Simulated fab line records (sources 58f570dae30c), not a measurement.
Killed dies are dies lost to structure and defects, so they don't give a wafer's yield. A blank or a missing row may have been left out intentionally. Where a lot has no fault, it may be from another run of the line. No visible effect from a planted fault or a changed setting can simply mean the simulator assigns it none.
Which tool did it? / flow berkeley-cmos170 / 42 wafers from 14 lots sampled at 5 of the route's 331 steps

WHAT EACH GAUGE READ, for each wafer
UCB170_START_THK_MEAS_03. Usual: START_OXIDE_THK gives 20.0 nm (standard deviation 0.34).
lot=L850; measured=day 2 01:01; on=film-metro-04; START_OXIDE_THK (nm)=19.8 20.0 20.5; flag=
lot=L851; measured=day 2 04:23; on=film-metro-01; START_OXIDE_THK (nm)=20.0 20.0 20.2; flag=
lot=L852; measured=day 2 10:11; on=film-metro-01; START_OXIDE_THK (nm)=19.7 20.0 20.3; flag=
lot=L853; measured=day 2 15:12; on=film-metro-02; START_OXIDE_THK (nm)=20.0 20.0 19.9; flag=
lot=L854; measured=day 2 20:38; on=film-metro-01; START_OXIDE_THK (nm)=20.2 19.9 19.8; flag=
lot=L856; measured=day 3 05:52; on=film-metro-01; START_OXIDE_THK (nm)=19.6 19.7 19.9; flag=
lot=L857; measured=day 3 10:52; on=film-metro-01; START_OXIDE_THK (nm)=19.8 19.9 19.6; flag=
lot=L859; measured=day 3 21:58; on=film-metro-01; START_OXIDE_THK (nm)=19.9 20.1 19.7; flag=
lot=L865; measured=day 5 03:47; on=film-metro-04; START_OXIDE_THK (nm)=19.8 20.0 19.7; flag=
lot=L866; measured=day 5 09:47; on=film-metro-02; START_OXIDE_THK (nm)=19.9 20.0 20.2; flag=
lot=L867; measured=day 5 13:47; on=film-metro-01; START_OXIDE_THK (nm)=20.6 20.2 20.1; flag=
lot=L869; measured=day 6 01:04; on=film-metro-02; START_OXIDE_THK (nm)=19.8 19.5 20.1; flag=
lot=L870; measured=day 6 06:52; on=film-metro-01; START_OXIDE_THK (nm)=20.0 20.0 20.0; flag=
lot=L871; measured=day 6 06:54; on=film-metro-02; START_OXIDE_THK (nm)=20.5 20.8 20.9; flag=

UCB170_SDANNEAL_RS_MEAS_03: the measuring method here is four-point-probe. Usual: NSD_RS gives 37.25 ohm/sq (standard deviation 0.091).
lot=L850; measured=day 7 07:10; on=film-metro-02; NSD_RS (ohm/sq)=37.26 37.32 37.15; flag=
lot=L851; measured=day 7 16:37; on=film-metro-01; NSD_RS (ohm/sq)=37.19 37.13 37.11; flag=
lot=L852; measured=day 7 17:44; on=film-metro-02; NSD_RS (ohm/sq)=37.32 37.29 37.31; flag=
lot=L853; measured=day 7 16:07; on=film-metro-02; NSD_RS (ohm/sq)=37.35 37.31 37.28; flag=
lot=L854; measured=day 8 05:13; on=film-metro-04; NSD_RS (ohm/sq)=37.13 37.14 37.20; flag=
lot=L856; measured=day 8 06:31; on=film-metro-02; NSD_RS (ohm/sq)=37.31 37.33 37.36; flag=
lot=L857; measured=day 8 15:35; on=film-metro-02; NSD_RS (ohm/sq)=37.39 37.31 37.36; flag=
lot=L859; measured=day 8 20:46; on=film-metro-04; NSD_RS (ohm/sq)=37.28 37.22 37.13; flag=
lot=L865; measured=day 10 12:41; on=film-metro-01; NSD_RS (ohm/sq)=37.05 37.04 37.15; flag=
lot=L866; measured=day 10 12:14; on=film-metro-02; NSD_RS (ohm/sq)=37.35 37.29 37.38; flag=
lot=L867; measured=day 10 12:26; on=film-metro-04; NSD_RS (ohm/sq)=37.30 37.41 37.23; flag=
lot=L869; measured=day 11 14:18; on=film-metro-01; NSD_RS (ohm/sq)=37.19 37.15 37.21; flag=
lot=L870; measured=day 11 14:35; on=film-metro-02; NSD_RS (ohm/sq)=37.25 37.16 37.26; flag=
lot=L871; measured=day 11 14:44; on=film-metro-01; NSD_RS (ohm/sq)=37.27 37.19 37.21; flag=

UCB170_CONTACT_CD_MEAS_90 targets a cd of 700 nm. Usual: cd-nm 700.1 nm, standard deviation 1.5.
lot=L850; measured=day 7 13:25; on=cd-sem-01; cd-nm (nm)=701.2 701.0 700.8; flag=
lot=L851; measured=day 8 00:43; on=cd-sem-02; cd-nm (nm)=696.7 698.0 699.5; flag=
lot=L852; measured=day 8 00:53; on=cd-sem-02; cd-nm (nm)=702.0 702.3 701.3; flag=
lot=L853; measured=day 7 21:36; on=cd-sem-02; cd-nm (nm)=702.1 701.9 702.2; flag=
lot=L854; measured=day 8 11:16; on=cd-sem-01; cd-nm (nm)=700.6 699.7 699.1; flag=
lot=L856; measured=day 8 13:29; on=cd-sem-01; cd-nm (nm)=- - -; flag=OFF
lot=L857; measured=day 8 23:13; on=cd-sem-02; cd-nm (nm)=- - -; flag=OFF
lot=L859; measured=day 9 04:08; on=cd-sem-02; cd-nm (nm)=698.5 699.6 699.4; flag=
lot=L865; measured=day 10 18:40; on=cd-sem-01; cd-nm (nm)=698.6 699.3 698.1; flag=
lot=L866; measured=day 10 17:47; on=cd-sem-02; cd-nm (nm)=701.3 700.2 700.8; flag=
lot=L867; measured=day 10 18:32; on=cd-sem-02; cd-nm (nm)=700.7 699.5 699.6; flag=
lot=L869; measured=day 11 19:07; on=cd-sem-01; cd-nm (nm)=699.9 697.9 697.5; flag=
lot=L870; measured=day 11 20:56; on=cd-sem-02; cd-nm (nm)=698.3 698.8 700.2; flag=
lot=L871; measured=day 11 21:10; on=cd-sem-02; cd-nm (nm)=697.9 697.9 697.3; flag=

UCB170_M2_CD_MEAS_15 targets a cd of 700 nm. Usual: cd-nm 699.5 nm, standard deviation 1.4.
lot=L850; measured=day 8 03:25; on=cd-sem-01; cd-nm (nm)=700.0 700.5 700.3; flag=
lot=L851; measured=day 8 13:36; on=cd-sem-02; cd-nm (nm)=701.1 700.2 701.2; flag=
lot=L852; measured=day 8 13:17; on=cd-sem-01; cd-nm (nm)=697.3 697.8 699.0; flag=
lot=L853; measured=day 8 08:07; on=cd-sem-01; cd-nm (nm)=697.7 697.6 696.7; flag=
lot=L854; measured=day 8 22:29; on=cd-sem-02; cd-nm (nm)=701.1 701.2 700.2; flag=
lot=L859; measured=day 9 14:57; on=cd-sem-01; cd-nm (nm)=699.7 699.0 699.2; flag=
lot=L865; measured=day 11 05:23; on=cd-sem-02; cd-nm (nm)=699.5 698.0 700.2; flag=
lot=L866; measured=day 11 05:50; on=cd-sem-02; cd-nm (nm)=700.0 700.5 700.3; flag=
lot=L867; measured=day 11 05:14; on=cd-sem-02; cd-nm (nm)=698.3 699.6 699.7; flag=
lot=L869; measured=day 12 07:45; on=cd-sem-01; cd-nm (nm)=697.9 698.0 696.8; flag=
lot=L870; measured=day 12 08:05; on=cd-sem-02; cd-nm (nm)=701.8 700.1 701.0; flag=
lot=L871; measured=day 12 08:23; on=cd-sem-02; cd-nm (nm)=698.7 701.0 699.5; flag=

EACH LOT AND THE TOOL THAT RAN IT (in order: tool; ch and the chambers of the sampled wafers; start)
lot=L850; UCB170_CONTACT_CVD_01=lpcvd-01 ch 1, day 7 08:05
lot=L851; UCB170_CONTACT_CVD_01=lpcvd-01 ch 0, day 7 18:53
lot=L852; UCB170_CONTACT_CVD_01=lpcvd-01 ch 0, day 7 18:53
lot=L853; UCB170_CONTACT_CVD_01=lpcvd-01 ch 0, day 7 17:06
lot=L854; UCB170_CONTACT_CVD_01=lpcvd-02 ch 1, day 8 06:47
lot=L856; UCB170_CONTACT_CVD_01=lpcvd-01 ch 1, day 8 08:29
lot=L857; UCB170_CONTACT_CVD_01=lpcvd-02 ch 0, day 8 18:17
lot=L859; UCB170_CONTACT_CVD_01=lpcvd-02 ch 1, day 8 22:50
lot=L865; UCB170_CONTACT_CVD_01=lpcvd-02 ch 1, day 10 13:53
lot=L866; UCB170_CONTACT_CVD_01=lpcvd-01 ch 0, day 10 13:08
lot=L867; UCB170_CONTACT_CVD_01=lpcvd-02 ch 0, day 10 13:53
lot=L869; UCB170_CONTACT_CVD_01=lpcvd-02 ch 1, day 11 15:11
lot=L870; UCB170_CONTACT_CVD_01=lpcvd-01 ch 1, day 11 16:41
lot=L871; UCB170_CONTACT_CVD_01=lpcvd-01 ch 1, day 11 16:41
- UCB170_CONTACT_CVD_01: deposits PSG from SiH4/O2/PH3, target thk 700 nm, time 2820 s.

WHAT THE TOOLS THEMSELVES READ (means of the sampled wafers that have a number; where no wafer has one, the mark that the record gives instead)
UCB170_CONTACT_CVD_01. Usual: o2-flow-sccm 89.99 sccm, standard deviation 0.25; ph3-flow-sccm 25.00 sccm, standard deviation 0.074; sih4-flow-sccm 60.02 sccm, standard deviation 0.2; spike-tc-source-C 468 C, standard deviation 5.1.
lot=L850; tool=lpcvd-01; o2-flow-sccm (sccm)=90.11; ph3-flow-sccm (sccm)=25.03; sih4-flow-sccm (sccm)=59.82; spike-tc-source-C (C)=463; flag=
lot=L851; tool=lpcvd-01; o2-flow-sccm (sccm)=90.10; ph3-flow-sccm (sccm)=24.89; sih4-flow-sccm (sccm)=60.10; spike-tc-source-C (C)=477; flag=
lot=L852; tool=lpcvd-01; o2-flow-sccm (sccm)=90.27; ph3-flow-sccm (sccm)=25.05; sih4-flow-sccm (sccm)=59.77; spike-tc-source-C (C)=476; flag=
lot=L853; tool=lpcvd-01; o2-flow-sccm (sccm)=89.79; ph3-flow-sccm (sccm)=24.97; sih4-flow-sccm (sccm)=59.90; spike-tc-source-C (C)=476; flag=
lot=L854; tool=lpcvd-02; o2-flow-sccm (sccm)=89.88; ph3-flow-sccm (sccm)=25.00; sih4-flow-sccm (sccm)=60.05; spike-tc-source-C (C)=466; flag=
lot=L856; tool=lpcvd-01; o2-flow-sccm (sccm)=-; ph3-flow-sccm (sccm)=-; sih4-flow-sccm (sccm)=-; spike-tc-source-C (C)=-; flag=OFF
lot=L857; tool=lpcvd-02; o2-flow-sccm (sccm)=-; ph3-flow-sccm (sccm)=-; sih4-flow-sccm (sccm)=-; spike-tc-source-C (C)=-; flag=OFF
lot=L859; tool=lpcvd-02; o2-flow-sccm (sccm)=90.03; ph3-flow-sccm (sccm)=24.96; sih4-flow-sccm (sccm)=60.12; spike-tc-source-C (C)=467; flag=
lot=L865; tool=lpcvd-02; o2-flow-sccm (sccm)=90.06; ph3-flow-sccm (sccm)=24.89; sih4-flow-sccm (sccm)=60.01; spike-tc-source-C (C)=467; flag=
lot=L866; tool=lpcvd-01; o2-flow-sccm (sccm)=89.84; ph3-flow-sccm (sccm)=25.12; sih4-flow-sccm (sccm)=60.08; spike-tc-source-C (C)=476; flag=
lot=L867; tool=lpcvd-02; o2-flow-sccm (sccm)=89.88; ph3-flow-sccm (sccm)=24.98; sih4-flow-sccm (sccm)=60.06; spike-tc-source-C (C)=467; flag=
lot=L869; tool=lpcvd-02; o2-flow-sccm (sccm)=89.99; ph3-flow-sccm (sccm)=25.03; sih4-flow-sccm (sccm)=60.16; spike-tc-source-C (C)=467; flag=
lot=L870; tool=lpcvd-01; o2-flow-sccm (sccm)=90.30; ph3-flow-sccm (sccm)=25.08; sih4-flow-sccm (sccm)=60.08; spike-tc-source-C (C)=462; flag=
lot=L871; tool=lpcvd-01; o2-flow-sccm (sccm)=89.78; ph3-flow-sccm (sccm)=24.99; sih4-flow-sccm (sccm)=59.80; spike-tc-source-C (C)=462; flag=

THE ANSWER, worked out from the rows above alone
Rule: take the mean of a lot's wafers that have a number; if it is more than 3 standard deviations from the usual mean, the lot is off. A lot without any number at a reading at which 4 lots or more have one is off too. Where the step has rows for the other lots, those lots are counted as sound. After the gauges, taken in route order, come the tools' own readings; for these a lot's mean is taken, as printed above. At the first step where some lot is off, the reading lying furthest off is the one used; lots without a number count as furthest.
Off: L856, L857 (UCB170_CONTACT_CD_MEAS_90, cd-nm). Without a number there: L856, L857.
A tool fits if, at a process step before that reading, it ran every lot that is off, and no sound lot after the first of them. The gauges at UCB170_CONTACT_CD_MEAS_90 aren't tried: what is off there is off at UCB170_CONTACT_CVD_01 too, on other tools, and a gauge's error can't cause that. No candidate that was tried fits.

WHAT WAS PUT IN BY THE SIMULATOR
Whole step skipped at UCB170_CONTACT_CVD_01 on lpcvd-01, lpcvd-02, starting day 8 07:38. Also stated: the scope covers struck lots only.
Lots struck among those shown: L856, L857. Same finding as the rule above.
